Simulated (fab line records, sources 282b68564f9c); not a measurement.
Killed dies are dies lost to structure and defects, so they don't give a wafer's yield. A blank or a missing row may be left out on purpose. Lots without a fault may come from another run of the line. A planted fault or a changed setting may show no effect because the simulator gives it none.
Problem report in the 8D (eight disciplines) form, filled by code | flow rit_cmos | the parts of the form that need people (team, actions taken, sign-off) are left out

1. THE PROBLEM
M1_AL_RS at RIT_M1_RS_MEAS_01 reads a mean of 0.0639 ohm/sq on 1 wafer of 1 lot; wafers without a fault read 0.0734 ohm/sq with a standard deviation of 0.00078. That is -12 standard deviations from the usual mean.
The step: measures by four-point-probe.
First seen on wafer L753.3, day 7 10:07, on film_metro-04. The record holds 39 wafers of 13 lots with a number at this step. Rule for "out", or "out of limits": more than 4 standard deviations from the usual mean. The other wafers with a number count as sound.

2. WHAT IT IS AND WHAT IT IS NOT
question                    | is               | is not
which readings at this step | M1_AL_RS         | -
which lots                  | L753             | L734, L735, L736, L738, L740, L741, L742, L743, L744, L745, L747, L750
which wafers of those lots  | L753.3           | L753.4, L753.5
read on which gauges        | film_metro-04    | film_metro-01, film_metro-02
when                        | from day 7 10:07 | up to then (38 sound wafers)

3. SUSPECTS, AND WHAT RULES EACH OUT
Counting: a tool at a process step up to the reading stays a suspect if it ran every lot that is out. Sound lots after the first of them don't rule it out here, since some wafers of a struck lot are sound.
- the gauge at RIT_M1_RS_MEAS_01: ruled out. All the wafers that are out were read on film_metro-04, but those of them that RIT_M1_METAL_ETCH_12 has rows for are out there too, on other tools.
- pvd_sputter-01 at RIT_M1_SPUTTER_00 (material Al, target thk 400 nm, time 500 s): kept. It ran the lot that is out, L753 (day 7 09:47); its last sound lot up to then is L747 (day 6 04:53).
Left after counting: pvd_sputter-01 at RIT_M1_SPUTTER_00.

4. THE CAUSE (what the simulator had put in)
Process parameter drift: pvd_sputter-01, from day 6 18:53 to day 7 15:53, at RIT_M1_SPUTTER_00. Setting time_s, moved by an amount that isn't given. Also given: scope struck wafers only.
Counting left only this tool.

5. THE CHAIN OF EFFECTS, in route order
Each row: a reading whose mean over the struck wafers that have a number lies more than 3 standard deviations from the usual. Only readings for which the record gives a usual standard deviation are gone through. hours: the time from each lot's start at the first step in this table that gives one to its start at this step, as a median over the lots. sigmas: the change in usual standard deviations.
hours | step                 | reading        | usual         | on struck wafers | change  | sigmas
0     | RIT_M1_RS_MEAS_01    | M1_AL_RS       | 0.0734 ohm/sq | 0.0639           | -0.0095 | -12
0     | RIT_M1_THK_MEAS_02   | M1_AL_THK      | 399 nm        | 456              | +57     | +13
2     | RIT_M1_METAL_ETCH_12 | oes_product_au | 0.769 a.u.    | 0.847            | +0.078  | +7.8
The process steps in it:
- RIT_M1_METAL_ETCH_12: etches Al in Cl2/BCl3, stops on SiO2, time 165 s, target depth 600 nm.

6. WHAT WOULD HAVE CAUGHT IT SOONER
In this record the first reading out of limits at a measuring or inspecting step was taken at day 7 10:07, 15 hours after the fault began at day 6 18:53.
Of the tool readings at RIT_M1_SPUTTER_00 for which the record gives a usual standard deviation, none was out on any struck wafer, so an alarm limit of 4 standard deviations on them would not have fired.
All the lots that are out (1) had begun RIT_M1_SPUTTER_00 on pvd_sputter-01 by day 7 10:07. A hold on the tool at that time would have spared none of them.
